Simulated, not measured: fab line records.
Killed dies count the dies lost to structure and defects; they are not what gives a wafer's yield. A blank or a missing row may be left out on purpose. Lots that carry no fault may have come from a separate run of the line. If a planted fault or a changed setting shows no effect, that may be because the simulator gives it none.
A lot that was struck, set against a sound lot | flow berkeley_cmos170 | 44 steps out of a route of 331
Sound: the wafers L191.1, L191.2, L191.3. Struck: wafers L196.2, L196.3, L196.4. The cause comes at the end.
Each step with rows lists, per side, the tool, then ch with its chambers, then its first start. Under that, the readings that differ: sound wafers | struck wafers | difference of the means | sigmas: that difference in standard deviations of wafers without a fault.
alike: readings with means less than 2 such deviations apart, plus words and numbers identical on both sides. not compared: withheld readings, readings lacking a value on some wafer, bounds such as >300 that could conceal the same value, and numbers that have no deviation in the record and whose values overlap.
The two part at a step that has a row with sigmas, a row that says differs or no value, or rows on one side only. Non-overlapping numbers with no deviation appear without sigmas and do not part them. A reading that every wafer of one side lacks parts them only if that side has two wafers or more.

UCB170_GATE_ETCH_15: etches poly-Si in HBr/Cl2, stops on SiO2, time 56.3 s, target depth 278.2 nm.
  sound on rie_si-02 ch 1,2,3, day 7 06:18; struck on rie_si-02 ch 0,1,3, day 8 11:07
  alike: bias_w, drypump_motor_current_A, he_backside_leak_sccm, oes_product_au, throttle_valve_pct
  not compared: rf_hours_counter_h
UCB170_GATE_STRIP_16: strips in O2.
  sound on plasma_asher-02 ch 0,1, day 7 06:21; struck on plasma_asher-01 ch 0,1, day 8 11:10
  alike: drypump_motor_current_A, oes_product_au
  not compared: rf_hours_counter_h
UCB170_GATE_CD_MEAS_90 targets a cd of 350 nm.
  sound on cd_sem-02, day 7 06:36; struck on cd_sem-02, day 8 11:20
  reading    | sound             | struck            | difference | sigmas
  cd_nm (nm) | 349.1 347.9 348.3 | 352.4 351.4 351.5 | +3.3       | +2
then, 7 steps without rows for these wafers: UCB170_GATE_CLEAN_17 (cleans in SPM, time 600 s); UCB170_PLDD_HMDS_00 (prime time 60 s); UCB170_PLDD_COAT_01 (resist thk 900 nm); UCB170_PLDD_SOFTBAKE_02 (time 60 s); UCB170_PLDD_EXPOSE_03 (exposes mask PSELECT, target cd 1200 nm); UCB170_PLDD_PEB_04; UCB170_PLDD_DEVELOP_05 (develop time 45 s).
UCB170_PLDD_CD_MEAS_06 targets a cd of 1200 nm.
  sound on cd_sem-02, day 7 07:53; struck on cd_sem-02, day 8 13:23
  alike: cd_nm
UCB170_PLDD_OVL_MEAS_07:
  sound on overlay-02, day 7 08:00; struck on overlay-01, day 8 13:30
  alike: PLDD_OVL
UCB170_PLDD_IMPLANT_08:
  sound on implanter-02 ch 0, day 7 08:02; struck on implanter-02 ch 0, day 8 13:33
  reading                          | sound                      | struck                       | difference | sigmas
  beam_on_s (s)                    | 10.03 10.29 10.12          | 12.23 11.71 12.00            | +1.83      | +10
  end_station_pressure_torr (Torr) | 4.61e-06 4.67e-06 5.44e-06 | 9.33e-05 9.425e-05 9.598e-05 | +8.96e-05  | +99 or more
  faraday_current_uA               | 157.9 153.9 157.0          | 131.0 136.2 133.6            | -22.7      | -8
then, 2 steps without rows for these wafers: UCB170_PLDD_IMPLANT_09; UCB170_PLDD_STRIP_10 (strips in O2).
UCB170_PLDD_TW_MEAS_11:
  sound on film_metro-01, day 7 08:26; struck on film_metro-04, day 8 13:56
  reading | sound          | struck         | difference | sigmas
  PLDD_TW | 1004 1001 1000 | 1066 1062 1071 | +65        | +5
then, 7 steps without rows for these wafers: UCB170_PLDD_CLEAN_12 (cleans in SPM, time 600 s); UCB170_NLDD_HMDS_00 (prime time 60 s); UCB170_NLDD_COAT_01 (resist thk 900 nm); UCB170_NLDD_SOFTBAKE_02 (time 60 s); UCB170_NLDD_EXPOSE_03 (exposes mask NSELECT, target cd 1200 nm); UCB170_NLDD_PEB_04; UCB170_NLDD_DEVELOP_05 (develop time 45 s).
UCB170_NLDD_CD_MEAS_06 targets a cd of 1200 nm.
  sound on cd_sem-02, day 7 09:41; struck on cd_sem-02, day 8 15:51
  alike: cd_nm
UCB170_NLDD_OVL_MEAS_07:
  sound on overlay-01, day 7 09:48; struck on overlay-01, day 8 15:58
  alike: NLDD_OVL
then, 2 steps without rows for these wafers: UCB170_NLDD_IMPLANT_08; UCB170_NLDD_IMPLANT_09.
UCB170_NLDD_STRIP_10: strips in O2.
  sound on plasma_asher-02 ch 0,1, day 7 10:08; struck on plasma_asher-02 ch 0,1, day 8 16:17
  alike: drypump_motor_current_A, oes_product_au, strip_time_to_endpoint_s
  not compared: rf_hours_counter_h
UCB170_NLDD_TW_MEAS_11:
  sound on film_metro-01, day 7 10:14; struck on film_metro-03, day 8 16:24
  alike: NLDD_TW
then, 1 step without rows for these wafers: UCB170_NLDD_CLEAN_12 (cleans in SPM, time 600 s).
UCB170_SPACER_CVD_00: deposits SiO2 from TEOS/O2, target thk 376 nm, time 47 s.
  sound on pecvd-01 ch 0,1,2, day 7 10:28; struck on pecvd-04 ch 0,1,2, day 8 16:38
  alike: heater_power_w
  not compared: since_wet_clean_h
UCB170_SPACER_THK_MEAS_01:
  sound on film_metro-02, day 7 10:31; struck on film_metro-02, day 8 16:41
  alike: SPACER_TEOS_THK
then, 1 step without rows for these wafers: UCB170_SPACER_ANNEAL_02 (time 1800 s).
UCB170_SPACER_ETCHBACK_03: etches SiO2 in CHF3/CF4/Ar, stops on Si, target depth 376 nm, time 100 s.
  sound on rie_diel-01 ch 0,2,3, day 7 16:05; struck on rie_diel-01 ch 0,2,3, day 8 23:16
  alike: drypump_motor_current_A, oes_product_au, throttle_valve_pct
  not compared: rf_hours_counter_h
then, 6 steps without rows for these wafers: UCB170_PSD_HMDS_00 (prime time 60 s); UCB170_PSD_COAT_01 (resist thk 900 nm); UCB170_PSD_SOFTBAKE_02 (time 60 s); UCB170_PSD_EXPOSE_03 (exposes mask PSELECT MOD, target cd 1200 nm); UCB170_PSD_PEB_04; UCB170_PSD_DEVELOP_05 (develop time 45 s).
UCB170_PSD_CD_MEAS_06 targets a cd of 1200 nm.
  sound on cd_sem-01, day 7 17:29; struck on cd_sem-02, day 9 00:49
  alike: cd_nm
UCB170_PSD_OVL_MEAS_07:
  sound on overlay-02, day 7 17:37; struck on overlay-01, day 9 00:55
  alike: PSD_OVL
UCB170_SDANNEAL_RS_MEAS_04: the measuring method here is four-point-probe.
  sound on film_metro-04, day 7 21:41; struck on film_metro-04, day 9 05:11
  reading          | sound                | struck            | difference | sigmas
  PLDD_RS (ohm/sq) | 1034.2 1032.6 1033.3 | 951.6 952.8 950.5 | -81.7      | -34
UCB170_M3_PROBE_99:
  the record has rows for the sound wafers here (prober-01, day 8 21:35) and none for the struck ones

## WHERE THEY PART
Last at UCB170_M3_PROBE_99 as far as this record goes, first at UCB170_GATE_CD_MEAS_90.

WHY: the cause the simulator had injected
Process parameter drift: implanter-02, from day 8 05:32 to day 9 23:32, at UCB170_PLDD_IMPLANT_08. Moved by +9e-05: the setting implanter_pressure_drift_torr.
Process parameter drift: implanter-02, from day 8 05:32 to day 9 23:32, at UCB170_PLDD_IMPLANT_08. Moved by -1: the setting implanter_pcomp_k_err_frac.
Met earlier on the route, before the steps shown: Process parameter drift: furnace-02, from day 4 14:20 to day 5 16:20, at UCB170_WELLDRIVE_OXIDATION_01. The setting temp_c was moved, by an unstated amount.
